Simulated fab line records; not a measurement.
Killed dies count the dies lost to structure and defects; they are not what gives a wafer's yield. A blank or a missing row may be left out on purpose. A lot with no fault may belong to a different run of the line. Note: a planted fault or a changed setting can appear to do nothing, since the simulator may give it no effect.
fab line records + flow ritCmos
record:
- lots: 14
- wafers: 42
- lastDay: 7
route steps=202 shown ACTIVE@3 SPACER@128 PSD@151
lots that met no fault: from a run of the same line without faults
startH: start of the lot's first displayed wafer, in hours after the record's first day + waitH: hours since the lot's step before + " identical to the entry in the row above + L1.1+2: several wafers, shown together as one row + - no value present, or no start provided + * or withheld: withheld + < > ~ a bound
route shown NAME@n: a module of which the file shows steps, and the number in the route of the first + usual: mean/standard deviation of fault-free wafers + same: alike in all rows + chamber/n: place in a boat + sites: the reading at each site + _std_site: how widely they spread, as a standard deviation + _edge_site: the outer-site mean with the inner-site mean subtracted + radiusMm: for every site, how far away it sits from the centre of the wafer + mask NAME#n: copy n + behind: the most recent tool/chamber to have shaped the wafer + hold: reason for holding the lot/hours on hold/outcome of the hold + device: names the non-switching transistor (n, p or np) + end of line: tests of these same wafers at the route's end + a step given without rows: its recipe and nothing more + killed: count of dies lost to structure and defects at first sort (not the wafer's yield) + map: shows each die of a wafer: x if killed, . if not, _ if none is there
set.NAME: setting as actually run; set.NAME@STEP: the setting as run at that earlier step + model.NAME: the simulator's own value behind a step, which no gauge read
one table for each step of the route and one row for each wafer, over a sample of lots
services: the hour from which a tool's chamber was out of use, counted from the record's first day as startH (under 0 if before that day), plus the number of hours and why
== steps ==
step: RIT_ACTIVE_THK_MEAS_02
recipe:
- reads: SiO2_of_ACTIVE_OXIDATION_01
usual:
- ACTIVE_OXIDE_THK: 46.5/0.72
| lot.wafer | tool         | chamber | startH | waitH | ACTIVE_OXIDE_THK[nm] |
|-----------|--------------|---------|--------|-------|----------------------|
| L537.2    | filmMetro-02 | -       | 12.06  | 0.0   | 47.0                 |
| L537.3    | "            | -       | "      | "     | 46.9                 |
| L537.5    | "            | -       | "      | "     | 46.4                 |
| L538.4    | filmMetro-02 | -       | 17.08  | 0.0   | 46.7                 |
| L538.5    | "            | -       | "      | "     | 46.1                 |
| L538.6    | "            | -       | "      | "     | 47.1                 |
| L540.1    | filmMetro-02 | -       | 27.05  | 0.0   | 45.6                 |
| L540.4    | "            | -       | "      | "     | 45.8                 |
| L540.5    | "            | -       | "      | "     | 46.4                 |
| L541.1    | filmMetro-03 | -       | 32.05  | 0.0   | 46.7                 |
| L541.2    | "            | -       | "      | "     | 46.0                 |
| L541.5    | "            | -       | "      | "     | 46.0                 |
| L543.2    | filmMetro-02 | -       | 42.06  | 0.0   | 46.9                 |
| L543.4    | "            | -       | "      | "     | 47.6                 |
| L543.6    | "            | -       | "      | "     | 46.5                 |
| L544.1    | filmMetro-02 | -       | 47.05  | 0.0   | 46.5                 |
| L544.3    | "            | -       | "      | "     | 46.1                 |
| L544.6    | "            | -       | "      | "     | 46.1                 |
| L545.2    | filmMetro-03 | -       | 52.06  | 0.0   | 46.4                 |
| L545.3    | "            | -       | "      | "     | 45.8                 |
| L545.4    | "            | -       | "      | "     | 46.6                 |
| L546.2    | filmMetro-04 | -       | 59.86  | 0.0   | 46.6                 |
| L546.3    | "            | -       | "      | "     | 46.6                 |
| L546.6    | "            | -       | "      | "     | 46.3                 |
| L547.1    | filmMetro-03 | -       | 62.05  | 0.0   | 46.8                 |
| L547.3    | "            | -       | "      | "     | 46.7                 |
| L547.4    | "            | -       | "      | "     | 46.9                 |
| L550.1    | filmMetro-02 | -       | 77.05  | 0.0   | 46.9                 |
| L550.3    | "            | -       | "      | "     | 46.1                 |
| L550.6    | "            | -       | "      | "     | 45.9                 |
| L551.1    | filmMetro-04 | -       | 82.05  | 0.0   | 47.2                 |
| L551.3    | "            | -       | "      | "     | 46.9                 |
| L551.4    | "            | -       | "      | "     | 47.0                 |
| L553.2    | filmMetro-04 | -       | 92.62  | 0.0   | 46.4                 |
| L553.5    | "            | -       | "      | "     | 47.1                 |
| L553.6    | "            | -       | "      | "     | 46.4                 |
| L559.2    | filmMetro-02 | -       | 122.06 | 0.0   | 45.6                 |
| L559.4    | "            | -       | "      | "     | 44.9                 |
| L559.5    | "            | -       | "      | "     | 45.0                 |
| L560.3    | filmMetro-02 | -       | 127.07 | 0.0   | 45.9                 |
| L560.5    | "            | -       | "      | "     | 46.0                 |
| L560.6    | "            | -       | "      | "     | 46.2                 |
step: RIT_ACTIVE_STRIP_14
recipe:
- chemistry: O2
- timeS: 180
- resist: NOVOLAK
- platenTempC: withheld
- powerW: 500
- pressureMtorr: 4000
- o2FlowSccm: 4000
usual:
- drypumpMotorCurrentA: 5.7/0.69
- o2FlowSccm: 4003/12
| lot.wafer | tool           | chamber | startH | waitH | drypumpMotorCurrentA | o2FlowSccm | rfHoursCounterH |
|-----------|----------------|---------|--------|-------|----------------------|------------|-----------------|
| L537.2    | plasmaAsher-01 | 0       | 14.84  | 0.1   | 6.5                  | 4004       | 34              |
| L537.3    | "              | 1       | "      | "     | 5.0                  | 4011       | -               |
| L537.5    | "              | 0       | "      | "     | 6.5                  | 4000       | -               |
| L538.4    | plasmaAsher-01 | 1       | 20.03  | 0.1   | 5.0                  | 4002       | -               |
| L538.5    | "              | 0       | "      | "     | 6.6                  | 4011       | -               |
| L538.6    | "              | 1       | "      | "     | 5.0                  | 3994       | -               |
| L540.1    | plasmaAsher-01 | 0       | 29.98  | 0.1   | 6.5                  | 4002       | 36              |
| L540.4    | "              | 0       | "      | "     | 6.5                  | 4019       | -               |
| L540.5    | "              | 1       | "      | "     | 5.0                  | 3991       | -               |
| L541.1    | plasmaAsher-03 | 0       | 34.97  | 0.1   | 5.6                  | 3993       | 26              |
| L541.2    | "              | 1       | "      | "     | 5.5                  | 4020       | 26              |
| L541.5    | "              | 1       | "      | "     | 5.5                  | 4027       | -               |
| L543.2    | plasmaAsher-02 | 1       | 45.02  | 0.1   | 4.9                  | 4014       | 41              |
| L543.4    | "              | 0       | "      | "     | 6.2                  | 4008       | -               |
| L543.6    | "              | 0       | "      | "     | 6.2                  | 4027       | -               |
| L544.1    | plasmaAsher-02 | 1       | 49.89  | 0.1   | 4.9                  | 4018       | 42              |
| L544.3    | "              | 1       | "      | "     | 4.9                  | 3973       | -               |
| L544.6    | "              | 1       | "      | "     | 4.9                  | 3984       | -               |
| L545.2    | plasmaAsher-01 | 1       | 54.84  | 0.1   | 5.0                  | 3997       | 38              |
| L545.3    | "              | 1       | "      | "     | 5.0                  | 4002       | -               |
| L545.4    | "              | 0       | "      | "     | 6.5                  | 4013       | -               |
| L546.2    | plasmaAsher-01 | 1       | 64.42  | 0.1   | 5.0                  | 3996       | 39              |
| L546.3    | "              | 0       | "      | "     | 6.5                  | 3992       | -               |
| L546.6    | "              | 0       | "      | "     | 6.5                  | 3998       | -               |
| L547.1    | plasmaAsher-01 | 0       | 65.55  | 0.1   | 6.5                  | 3995       | 39              |
| L547.3    | "              | 1       | "      | "     | 5.0                  | 3981       | -               |
| L547.4    | "              | 0       | "      | "     | 6.5                  | 4015       | -               |
| L550.1    | plasmaAsher-01 | 1       | 80.91  | 0.1   | 5.0                  | 3998       | 41              |
| L550.3    | "              | 0       | "      | "     | 6.5                  | 3988       | -               |
| L550.6    | "              | 1       | "      | "     | 5.0                  | 3996       | -               |
| L551.1    | plasmaAsher-01 | 0       | 85.68  | 0.1   | 6.5                  | 3999       | 41              |
| L551.3    | "              | 0       | "      | "     | 6.5                  | 4013       | -               |
| L551.4    | "              | 1       | "      | "     | 5.0                  | 4003       | -               |
| L553.2    | plasmaAsher-02 | 0       | 95.40  | 0.1   | 6.2                  | 4012       | 46              |
| L553.5    | "              | 1       | "      | "     | 4.9                  | 3994       | -               |
| L553.6    | "              | 0       | "      | "     | 6.2                  | 4010       | -               |
| L559.2    | plasmaAsher-01 | 1       | 125.07 | 0.1   | 5.0                  | 4004       | 46              |
| L559.4    | "              | 1       | "      | "     | 5.0                  | 4011       | -               |
| L559.5    | "              | 0       | "      | "     | 6.6                  | 3997       | -               |
| L560.3    | plasmaAsher-01 | 0       | 130.04 | 0.1   | 6.5                  | 4006       | -               |
| L560.5    | "              | 1       | "      | "     | 5.0                  | 3996       | -               |
| L560.6    | "              | 0       | "      | "     | 6.5                  | 4008       | -               |
step: RIT_SPACER_CVD_03
recipe:
- material: Si3N4
- targetThkNm: 250
- tempC: 810
- precursor: SiH2Cl2/NH3
- timeS: 3300
- pressureMtorr: 300
- sih2cl2FlowSccm: 60
- nh3FlowSccm: 150
usual:
- spikeTcLoadC: 831.4/2.4
| lot.wafer | tool     | chamber | startH | waitH | spikeTcLoadC |
|-----------|----------|---------|--------|-------|--------------|
| L537.2    | lpcvd-02 | 0       | 46.89  | 0.0   | 829.9        |
| L537.3    | "        | 0       | "      | "     | 828.3        |
| L537.5    | "        | 0       | "      | "     | 828.7        |
| L538.4    | lpcvd-02 | 1       | 53.45  | 0.0   | 828.5        |
| L538.5    | "        | 1       | "      | "     | 828.7        |
| L538.6    | "        | 1       | "      | "     | 829.7        |
| L540.1    | lpcvd-02 | 0       | 59.49  | 0.0   | 829.2        |
| L540.4    | "        | 0       | "      | "     | 829.5        |
| L540.5    | "        | 0       | "      | "     | 829.1        |
| L541.1    | lpcvd-01 | 1       | 72.79  | 0.0   | 831.9        |
| L541.2    | "        | 1       | "      | "     | 832.4        |
| L541.5    | "        | 1       | "      | "     | 834.2        |
| L543.2    | lpcvd-02 | 0       | 75.45  | 1.3   | 829.7        |
| L543.4    | "        | 0       | "      | "     | 829.7        |
| L543.6    | "        | 0       | "      | "     | 829.2        |
| L544.1    | lpcvd-02 | 0       | 79.37  | 0.0   | 829.9        |
| L544.3    | "        | 0       | "      | "     | 827.1        |
| L544.6    | "        | 0       | "      | "     | 828.3        |
| L545.2    | lpcvd-02 | 0       | 86.00  | 0.9   | 830.8        |
| L545.3    | "        | 0       | "      | "     | 830.8        |
| L545.4    | "        | 0       | "      | "     | 828.2        |
| L546.2    | lpcvd-02 | 0       | 94.09  | 0.0   | 830.2        |
| L546.3    | "        | 0       | "      | "     | 828.8        |
| L546.6    | "        | 0       | "      | "     | 829.2        |
| L547.1    | lpcvd-01 | 1       | 95.37  | 0.0   | 831.5        |
| L547.3    | "        | 1       | "      | "     | 833.6        |
| L547.4    | "        | 1       | "      | "     | 832.5        |
| L550.1    | lpcvd-02 | 0       | 109.27 | 0.0   | 831.1        |
| L550.3    | "        | 0       | "      | "     | 829.0        |
| L550.6    | "        | 0       | "      | "     | 830.0        |
| L551.1    | lpcvd-01 | 0       | 115.37 | 0.0   | 835.0        |
| L551.3    | "        | 0       | "      | "     | 834.7        |
| L551.4    | "        | 0       | "      | "     | 833.7        |
| L551.1    | lpcvd-01 | 0       | 117.46 | 0.2   | 833.4        |
| L551.3    | "        | 0       | "      | "     | 835.5        |
| L551.4    | "        | 0       | "      | "     | 834.8        |
| L553.2    | lpcvd-02 | 0       | 125.32 | 0.0   | 829.9        |
| L553.5    | "        | 0       | "      | "     | 830.3        |
| L553.6    | "        | 0       | "      | "     | 830.2        |
| L553.2    | lpcvd-02 | 0       | 127.40 | 0.2   | 830.9        |
| L553.5    | "        | 0       | "      | "     | 830.7        |
| L553.6    | "        | 0       | "      | "     | 832.0        |
| L559.2    | lpcvd-01 | 0       | 155.19 | 0.0   | 833.2        |
| L559.4    | "        | 0       | "      | "     | 836.1        |
| L559.5    | "        | 0       | "      | "     | 834.6        |
| L560.3    | lpcvd-02 | 0       | 160.09 | 0.0   | 829.3        |
| L560.5    | "        | 0       | "      | "     | 829.5        |
| L560.6    | "        | 0       | "      | "     | 829.2        |
step: RIT_SPACER_THK_MEAS_04
recipe:
- reads: Si3N4_of_SPACER_CVD_03
usual:
- SPACER_NITRIDE_THK: 249.8/2.3
| lot.wafer | tool         | chamber | startH | waitH | SPACER_NITRIDE_THK[nm] |
|-----------|--------------|---------|--------|-------|------------------------|
| L537.2    | filmMetro-01 | -       | 48.82  | 0.0   | 247.2                  |
| L537.3    | "            | -       | "      | "     | 248.8                  |
| L537.5    | "            | -       | "      | "     | 248.9                  |
| L538.4    | filmMetro-01 | -       | 55.39  | 0.0   | 245.3                  |
| L538.5    | "            | -       | "      | "     | 245.3                  |
| L538.6    | "            | -       | "      | "     | 246.9                  |
| L540.1    | filmMetro-04 | -       | 61.41  | 0.0   | 248.3                  |
| L540.4    | "            | -       | "      | "     | 249.8                  |
| L540.5    | "            | -       | "      | "     | 247.8                  |
| L541.1    | filmMetro-04 | -       | 74.70  | 0.0   | 252.6                  |
| L541.2    | "            | -       | "      | "     | 252.3                  |
| L541.5    | "            | -       | "      | "     | 251.4                  |
| L543.2    | filmMetro-01 | -       | 77.37  | 0.0   | 247.9                  |
| L543.4    | "            | -       | "      | "     | 248.4                  |
| L543.6    | "            | -       | "      | "     | 247.5                  |
| L544.1    | filmMetro-04 | -       | 81.29  | 0.0   | 248.6                  |
| L544.3    | "            | -       | "      | "     | 249.3                  |
| L544.6    | "            | -       | "      | "     | 247.6                  |
| L545.2    | filmMetro-04 | -       | 87.93  | 0.0   | 250.0                  |
| L545.3    | "            | -       | "      | "     | 250.0                  |
| L545.4    | "            | -       | "      | "     | 251.6                  |
| L546.2    | filmMetro-04 | -       | 96.01  | 0.0   | 248.9                  |
| L546.3    | "            | -       | "      | "     | 249.9                  |
| L546.6    | "            | -       | "      | "     | 249.5                  |
| L547.1    | filmMetro-03 | -       | 97.28  | 0.0   | 250.5                  |
| L547.3    | "            | -       | "      | "     | 249.9                  |
| L547.4    | "            | -       | "      | "     | 251.3                  |
| L550.1    | filmMetro-04 | -       | 111.18 | 0.0   | 246.3                  |
| L550.3    | "            | -       | "      | "     | 249.5                  |
| L550.6    | "            | -       | "      | "     | 248.6                  |
| L551.1    | filmMetro-04 | -       | 119.37 | 0.0   | 494.4                  |
| L551.3    | "            | -       | "      | "     | 497.6                  |
| L551.4    | "            | -       | "      | "     | 494.2                  |
| L553.2    | filmMetro-03 | -       | 129.34 | 0.0   | 492.1                  |
| L553.5    | "            | -       | "      | "     | 490.8                  |
| L553.6    | "            | -       | "      | "     | 491.4                  |
| L559.2    | filmMetro-03 | -       | 158.08 | 0.0   | 252.8                  |
| L559.4    | "            | -       | "      | "     | 249.1                  |
| L559.5    | "            | -       | "      | "     | 252.4                  |
| L560.3    | filmMetro-03 | -       | 162.03 | 0.0   | 249.4                  |
| L560.5    | "            | -       | "      | "     | 250.3                  |
| L560.6    | "            | -       | "      | "     | 251.7                  |
step: RIT_SPACER_ETCHBACK_05
recipe:
- targetDepthA: 2500
- SF6_flow_sccm: 30
- CHF3_flow_sccm: 30
- target: Si3N4
- chemistry: SF6/CHF3
- pressureMtorr: 40
- rfW: 250
- timeS: 240
- stopOn: SiO2
usual:
- drypumpMotorCurrentA: 5.7/0.48
- oesProductAu: 0.846/0.014
- throttleValvePct: 10.33/0.13
| lot.wafer | tool       | chamber | startH | waitH | drypumpMotorCurrentA | oesProductAu | rfHoursCounterH | throttleValvePct |
|-----------|------------|---------|--------|-------|----------------------|--------------|-----------------|------------------|
| L537.2    | rieDiel-04 | 0       | 48.87  | 0.0   | 6.5                  | 0.846        | 3               | 10.21            |
| L537.3    | "          | 1       | "      | "     | 5.9                  | 0.837        | 164             | 10.29            |
| L537.5    | "          | 3       | "      | "     | 6.3                  | 0.866        | -               | 10.35            |
| L538.4    | rieDiel-01 | 3       | 55.42  | 0.0   | 5.5                  | 0.819        | 122             | 10.34            |
| L538.5    | "          | 3       | "      | "     | 5.5                  | 0.811        | -               | 10.32            |
| L538.6    | "          | 2       | "      | "     | 5.5                  | 0.837        | -               | 10.47            |
| L540.1    | rieDiel-04 | 1       | 61.47  | 0.1   | 5.9                  | 0.840        | 164             | 10.28            |
| L540.4    | "          | 3       | "      | "     | 6.3                  | 0.865        | 95              | 10.34            |
| L540.5    | "          | 3       | "      | "     | 6.3                  | 0.857        | -               | 10.33            |
| L541.1    | rieDiel-02 | 2       | 74.76  | 0.1   | 5.4                  | 0.852        | 101             | 10.31            |
| L541.2    | "          | 3       | "      | "     | 5.3                  | 0.843        | 4               | 10.44            |
| L541.5    | "          | 0       | "      | "     | 5.1                  | 0.865        | -               | 10.37            |
| L543.2    | rieDiel-01 | 1       | 77.42  | 0.0   | 5.8                  | 0.824        | 162             | 10.38            |
| L543.4    | "          | 2       | "      | "     | 5.4                  | 0.845        | 81              | 10.45            |
| L543.6    | "          | 3       | "      | "     | 5.5                  | 0.812        | -               | 10.35            |
| L544.1    | rieDiel-04 | 3       | 81.35  | 0.1   | 6.3                  | 0.865        | 96              | 10.34            |
| L544.3    | "          | 2       | "      | "     | 6.0                  | 0.849        | 141             | 10.56            |
| L544.6    | "          | 0       | "      | "     | 6.5                  | 0.854        | -               | 10.21            |
| L545.2    | rieDiel-01 | 3       | 87.98  | 0.0   | 5.5                  | 0.823        | 122             | 10.34            |
| L545.3    | "          | 1       | "      | "     | 5.8                  | 0.830        | 162             | 10.38            |
| L545.4    | "          | 0       | "      | "     | 5.6                  | 0.846        | 20              | 10.07            |
| L546.2    | rieDiel-01 | 0       | 96.06  | 0.0   | 5.6                  | 0.834        | 20              | 10.08            |
| L546.3    | "          | 2       | "      | "     | 5.5                  | 0.848        | 82              | 10.46            |
| L546.6    | "          | 0       | "      | "     | 5.6                  | 0.840        | -               | 10.07            |
| L547.1    | rieDiel-04 | 3       | 97.34  | 0.1   | 6.3                  | 0.866        | 96              | 10.34            |
| L547.3    | "          | 1       | "      | "     | 5.9                  | 0.847        | 0               | 10.29            |
| L547.4    | "          | 2       | "      | "     | 6.0                  | 0.844        | 142             | 10.55            |
| L550.1    | rieDiel-04 | 2       | 111.24 | 0.1   | 6.0                  | 0.834        | 142             | 10.54            |
| L550.3    | "          | 1       | "      | "     | 5.9                  | 0.842        | 1               | 10.28            |
| L550.6    | "          | 1       | "      | "     | 5.9                  | 0.847        | -               | 10.28            |
| L551.1    | rieDiel-04 | 1       | 119.43 | 0.1   | 5.9                  | 1.005        | 1               | 10.34            |
| L551.3    | "          | 2       | "      | "     | 6.1                  | 1.001        | 142             | 10.59            |
| L551.4    | "          | 3       | "      | "     | 6.3                  | 0.997        | 97              | 10.41            |
| L553.2    | rieDiel-01 | 2       | 129.39 | 0.0   | 5.4                  | 0.991        | 82              | 10.52            |
| L553.5    | "          | 3       | "      | "     | 5.5                  | 0.952        | -               | 10.39            |
| L553.6    | "          | 0       | "      | "     | 5.6                  | 0.986        | -               | 10.14            |
| L559.2    | rieDiel-01 | 3       | 158.13 | 0.0   | 5.5                  | 0.832        | 124             | 10.34            |
| L559.4    | "          | 1       | "      | "     | 5.8                  | 0.842        | 1               | 10.40            |
| L559.5    | "          | 1       | "      | "     | 5.8                  | 0.844        | -               | 10.41            |
| L560.3    | rieDiel-04 | 3       | 162.07 | 0.0   | 6.3                  | 0.859        | 98              | 10.33            |
| L560.5    | "          | 1       | "      | "     | 5.9                  | 0.849        | -               | 10.29            |
| L560.6    | "          | 0       | "      | "     | 6.5                  | 0.867        | -               | 10.21            |
step: RIT_PSD_STRIP_09
recipe:
- chemistry: O2
- timeS: 180
- resist: NOVOLAK
- platenTempC: withheld
- powerW: 500
- pressureMtorr: 4000
- o2FlowSccm: 4000
usual:
- drypumpMotorCurrentA: 5.6/0.63
- o2FlowSccm: 3999/12
| lot.wafer | tool           | chamber | startH | waitH | drypumpMotorCurrentA | o2FlowSccm | rfHoursCounterH |
|-----------|----------------|---------|--------|-------|----------------------|------------|-----------------|
| L537.2    | plasmaAsher-01 | 0       | 52.11  | 0.1   | 6.5                  | 4013       | 38              |
| L537.3    | "              | 1       | "      | "     | 5.0                  | 3981       | -               |
| L537.5    | "              | 0       | "      | "     | 6.5                  | 4000       | -               |
| L538.4    | plasmaAsher-02 | 1       | 58.43  | 0.1   | 4.9                  | 3995       | -               |
| L538.5    | "              | 1       | "      | "     | 4.9                  | 3990       | -               |
| L538.6    | "              | 0       | "      | "     | 6.2                  | 4005       | -               |
| L540.1    | plasmaAsher-02 | 0       | 64.80  | 0.1   | 6.2                  | 4008       | 43              |
| L540.4    | "              | 0       | "      | "     | 6.2                  | 4004       | -               |
| L540.5    | "              | 0       | "      | "     | 6.2                  | 4018       | -               |
| L541.1    | plasmaAsher-02 | 0       | 77.64  | 0.1   | 6.2                  | 3999       | 45              |
| L541.2    | "              | 1       | "      | "     | 4.9                  | 3984       | 45              |
| L541.5    | "              | 1       | "      | "     | 4.9                  | 3971       | -               |
| L543.2    | plasmaAsher-01 | 0       | 80.42  | 0.1   | 6.5                  | 3982       | 41              |
| L543.4    | "              | 1       | "      | "     | 5.1                  | 3996       | -               |
| L543.6    | "              | 0       | "      | "     | 6.5                  | 3983       | -               |
| L544.1    | plasmaAsher-02 | 1       | 84.23  | 0.1   | 4.9                  | 4001       | 45              |
| L544.3    | "              | 0       | "      | "     | 6.2                  | 3988       | -               |
| L544.6    | "              | 0       | "      | "     | 6.2                  | 3984       | -               |
| L545.2    | plasmaAsher-01 | 1       | 90.86  | 0.1   | 5.0                  | 3996       | 42              |
| L545.3    | "              | 1       | "      | "     | 5.0                  | 3987       | -               |
| L545.4    | "              | 0       | "      | "     | 6.5                  | 3994       | -               |
| L546.2    | plasmaAsher-02 | 1       | 99.14  | 0.1   | 4.9                  | 3997       | 47              |
| L546.3    | "              | 1       | "      | "     | 4.9                  | 3984       | -               |
| L546.6    | "              | 1       | "      | "     | 4.9                  | 4000       | -               |
| L547.1    | plasmaAsher-02 | 1       | 100.23 | 0.1   | 4.9                  | 4011       | 47              |
| L547.3    | "              | 1       | "      | "     | 4.9                  | 3992       | -               |
| L547.4    | "              | 0       | "      | "     | 6.2                  | 4006       | -               |
| L550.1    | plasmaAsher-04 | 0       | 114.12 | 0.1   | 6.0                  | 4008       | 49              |
| L550.3    | "              | 1       | "      | "     | 5.3                  | 3997       | -               |
| L550.6    | "              | 0       | "      | "     | 6.0                  | 3999       | -               |
| L559.2    | plasmaAsher-02 | 0       | 161.07 | 0.1   | 6.2                  | 4003       | 5               |
| L559.4    | "              | 0       | "      | "     | 6.2                  | 3999       | -               |
| L559.5    | "              | 1       | "      | "     | 4.9                  | 4011       | -               |
| L560.3    | plasmaAsher-04 | 1       | 165.09 | 0.1   | 5.3                  | 3986       | -               |
| L560.5    | "              | 1       | "      | "     | 5.3                  | 3993       | -               |
| L560.6    | "              | 0       | "      | "     | 6.0                  | 4004       | -               |
== services ==
| tool           | chamber | startH | hours | kind          |
|----------------|---------|--------|-------|---------------|
| plasmaAsher-01 | -       | 8.70   | 2.8   | pm            |
| rieDiel-02     | 1       | 28.45  | 5.9   | repair        |
| rieDiel-04     | 2       | 34.43  | 6.0   | repair        |
| rieDiel-04     | 2       | 61.87  | 1.7   | repair        |
| rieDiel-04     | 1       | 74.37  | -     | clean         |
| rieDiel-04     | 1       | 74.37  | 12.3  | scheduledDown |
| rieDiel-04     | 1       | 74.37  | 12.3  | ventCycle     |
| plasmaAsher-02 | -       | 80.01  | 1.5   | repair        |
| rieDiel-01     | 1       | 91.23  | -     | clean         |
| rieDiel-01     | 1       | 91.23  | 23.0  | scheduledDown |
| rieDiel-01     | 1       | 91.23  | 23.0  | ventCycle     |
| rieDiel-02     | 2       | 96.00  | 14.4  | repair        |
| plasmaAsher-04 | -       | 99.22  | 2.8   | pm            |
| rieDiel-04     | 3       | 105.22 | 3.5   | repair        |
| plasmaAsher-02 | -       | 108.75 | 9.0   | pm            |
| plasmaAsher-02 | 0       | 108.75 | 9.0   | ventCycle     |
| plasmaAsher-02 | 1       | 108.75 | 9.0   | ventCycle     |
| plasmaAsher-03 | -       | 114.53 | 2.8   | pm            |
| plasmaAsher-02 | 0       | 117.75 | -     | clean         |
| plasmaAsher-02 | 1       | 117.75 | -     | clean         |
| rieDiel-02     | -       | 117.91 | 2.8   | pm            |
| rieDiel-04     | 0       | 132.72 | 22.1  | repair        |
| plasmaAsher-02 | -       | 137.37 | 1.0   | repair        |
| plasmaAsher-01 | -       | 140.96 | 4.8   | repair        |
== key ==
firstSign:
- step: RIT_SPACER_CVD_03
- reading: visit
- direction: added
effect:
- step: RIT_SPACER_THK_MEAS_04
- reading: SPACER_NITRIDE_THK
- direction: up
- sigmas: 99+
- usual: 249.8
- struck: 493.4
effect:
- step: RIT_SPACER_ETCHBACK_05
- reading: oesProductAu
- direction: up
- sigmas: 10
- usual: 0.846
- struck: 0.989
metAt RIT_SPACER_CVD_03
struckLots L551,L553
laterRowsLeftOut L551.1,L551.3,L551.4,L553.2,L553.5,L553.6
sortLeftOut L551.1,L551.3,L551.4,L553.2,L553.5,L553.6
testerLeftOut L551,L553
notActingAt RIT_ACTIVE_THK_MEAS_02,RIT_ACTIVE_STRIP_14,RIT_PSD_STRIP_09
fault:
- kind: repeatedStepWhole
- tool: lpcvd-01,lpcvd-02
- chamber: -
- onsetH: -
- steps: RIT_SPACER_CVD_03
- times: 1
- scope: struckLotsOnly
testerLeftOut: of these lots the tester's yield and bins aren't shown, on N5 and GAA mostly nor the transistor test; their killed dies are dies lost to structure and defects alone, not to doping, threshold or leakage, so they don't give the yield
sortLeftOut: the simulated sort isn't trusted on such a fault, so these wafers' sort isn't shown, and their yield isn't known
laterRowsLeftOut: the simulator's readings of these wafers behind a module that went badly wrong aren't trusted and aren't shown, but for the sort
